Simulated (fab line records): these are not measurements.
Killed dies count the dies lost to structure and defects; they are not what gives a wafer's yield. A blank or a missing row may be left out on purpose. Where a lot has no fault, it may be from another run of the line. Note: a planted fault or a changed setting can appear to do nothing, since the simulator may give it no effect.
Which of the tools did it?    flow berkeley_cmos170    Sampling: 13 lots, 39 wafers, 4 of 331 route steps

== WHAT THE GAUGES READ, wafer by wafer ==
UCB170_V2_CD_MEAS_12: the cd target is 700 nm. Usual: cd_nm at 700.5 nm, with a standard deviation of 1.6.
lot   measured      on         cd_nm (nm)         flag
L721  day 7 23:47   cd_sem-02  699.0 697.6 699.3  
L720  day 8 00:54   cd_sem-01  702.2 702.3 702.4  
L722  day 8 05:49   cd_sem-01  699.3 699.3 700.4  
L725  day 8 10:41   cd_sem-02  700.6 703.1 702.8  
L724  day 8 15:46   cd_sem-02  701.8 701.6 701.7  
L726  day 9 02:17   cd_sem-01  697.4 696.6 697.1  
L729  day 9 13:31   cd_sem-02  695.9 697.6 697.3  
L731  day 9 17:23   cd_sem-01  701.4 700.2 701.0  
L736  day 10 21:16  cd_sem-01  698.6 697.8 696.2  
L740  day 11 23:10  cd_sem-02  700.4 700.0 700.3  
L741  day 12 10:30  cd_sem-01  699.5 699.4 700.5  
L742  day 12 10:50  cd_sem-02  700.6 699.7 699.5  
L743  day 12 11:05  cd_sem-02  701.3 701.2 701.3  

UCB170_M3_BOW_MEAS_20. Usual: M3_BOW typically reads 35 um, with standard deviation 7.
lot   measured      on             M3_BOW (um)  flag
L721  day 8 04:34   film_metro-04  34 33 45     
L720  day 8 05:17   film_metro-01  40 26 45     
L722  day 8 09:01   film_metro-02  28 37 18     
L725  day 8 14:13   film_metro-01  39 39 25     
L724  day 8 19:15   film_metro-02  35 39 36     
L726  day 9 06:04   film_metro-02  34 28 29     
L729  day 9 16:35   film_metro-01  29 36 36     
L731  day 9 20:31   film_metro-02  39 41 40     
L736  day 11 00:56  film_metro-01  41 23 34     
L740  day 12 02:25  film_metro-02  36 36 41     
L741  day 12 14:16  film_metro-01  39 28 44     
L742  day 12 14:37  film_metro-02  46 42 35     
L743  day 12 14:57  film_metro-01  32 30 29     

== TOOL THAT RAN EACH LOT (tool first, then ch and the chambers of the sampled wafers, then the start) ==
lot   UCB170_V2_PEB_10                   UCB170_V2_STRIP_15
L721  litho_track-03 ch 0, day 7 23:31   plasma_asher-01 ch 0,1, day 8 00:05
L720  litho_track-04 ch 0, day 8 00:38   plasma_asher-03 ch 0,1, day 8 01:14
L722  litho_track-04 ch 0, day 8 05:31   plasma_asher-03 ch 0,1, day 8 06:08
L725  litho_track-03 ch 0, day 8 10:25   plasma_asher-01 ch 0,1, day 8 11:01
L724  litho_track-03 ch 0, day 8 15:29   plasma_asher-01 ch 0,1, day 8 16:05
L726  litho_track-03 ch 0, day 9 02:01   plasma_asher-03 ch 0,1, day 9 02:37
L729  litho_track-03 ch 0, day 9 13:14   plasma_asher-04 ch 0,1, day 9 13:51
L731  litho_track-04 ch 0, day 9 17:07   plasma_asher-04 ch 0, day 9 17:42
L736  litho_track-04 ch 0, day 10 20:59  plasma_asher-03 ch 0,1, day 10 21:35
L740  litho_track-02 ch 0, day 11 22:54  plasma_asher-01 ch 0,1, day 11 23:31
L741  litho_track-03 ch 0, day 12 10:14  plasma_asher-03 ch 0,1, day 12 10:50
L742  litho_track-02 ch 0, day 12 10:34  plasma_asher-01 ch 0,1, day 12 11:08
L743  litho_track-02 ch 0, day 12 10:49  plasma_asher-03 ch 0,1, day 12 11:25
- UCB170_V2_PEB_10
- UCB170_V2_STRIP_15: strips in O2.

== AS READ BY THE TOOLS THEMSELVES (means over the sampled wafers that have a number; for cases with no such wafer, the mark the record gives instead) ==
UCB170_V2_PEB_10. Usual: heater_power_total_W at 56.81 W, with a standard deviation of 0.042.
lot   tool            heater_power_total_W (W)  flag
L721  litho_track-03  56.80                     
L720  litho_track-04  56.80                     
L722  litho_track-04  56.80                     
L725  litho_track-03  56.80                     
L724  litho_track-03  56.77                     
L726  litho_track-03  57.44                     OFF
L729  litho_track-03  57.42                     OFF
L731  litho_track-04  56.84                     
L736  litho_track-04  56.79                     
L740  litho_track-02  56.82                     
L741  litho_track-03  56.84                     
L742  litho_track-02  56.82                     
L743  litho_track-02  56.78                     

UCB170_V2_STRIP_15. Usual: drypump_motor_current_A 5.8 A, standard deviation 0.44; oes_product_au 0.722 a.u., standard deviation 0.0045; strip_time_to_endpoint_s 15.31 s, standard deviation 0.081.
lot   tool             drypump_motor_current_A (A)  oes_product_au (a.u.)  strip_time_to_endpoint_s (s)  flag
L721  plasma_asher-01  6.1                          0.728                  15.35                         
L720  plasma_asher-03  5.6                          0.720                  15.34                         
L722  plasma_asher-03  5.5                          0.721                  15.40                         
L725  plasma_asher-01  6.1                          0.721                  15.34                         
L724  plasma_asher-01  6.3                          0.721                  15.33                         
L726  plasma_asher-03  5.6                          0.722                  15.26                         
L729  plasma_asher-04  5.3                          0.722                  15.42                         
L731  plasma_asher-04  5.9                          0.716                  15.46                         
L736  plasma_asher-03  5.6                          0.723                  15.33                         
L740  plasma_asher-01  6.3                          0.718                  15.27                         
L741  plasma_asher-03  5.5                          0.723                  15.37                         
L742  plasma_asher-01  6.3                          0.721                  15.35                         
L743  plasma_asher-03  5.6                          0.723                  15.22                         

== THE ANSWER, worked out from the rows above alone ==
Rule: a lot is off if the mean of its wafers that have a number lies more than 3 standard deviations from the usual mean. Also off: a lot with no number at a reading for which 4 or more lots have one. Any other lot the step has rows for is counted as sound. After the gauges, taken in route order, come the tools' own readings; for these a lot's mean is taken, as printed above. At the first step where some lot is off, the reading lying furthest off is the one used; lots without a number count as furthest.
Off: L726, L729 (UCB170_V2_PEB_10, heater_power_total_W).
A tool fits if, at that step or a process step before it, it ran every lot that is off, and no sound lot after the first of them. None of those tried fits.

== WHAT THE SIMULATOR PUT IN ==
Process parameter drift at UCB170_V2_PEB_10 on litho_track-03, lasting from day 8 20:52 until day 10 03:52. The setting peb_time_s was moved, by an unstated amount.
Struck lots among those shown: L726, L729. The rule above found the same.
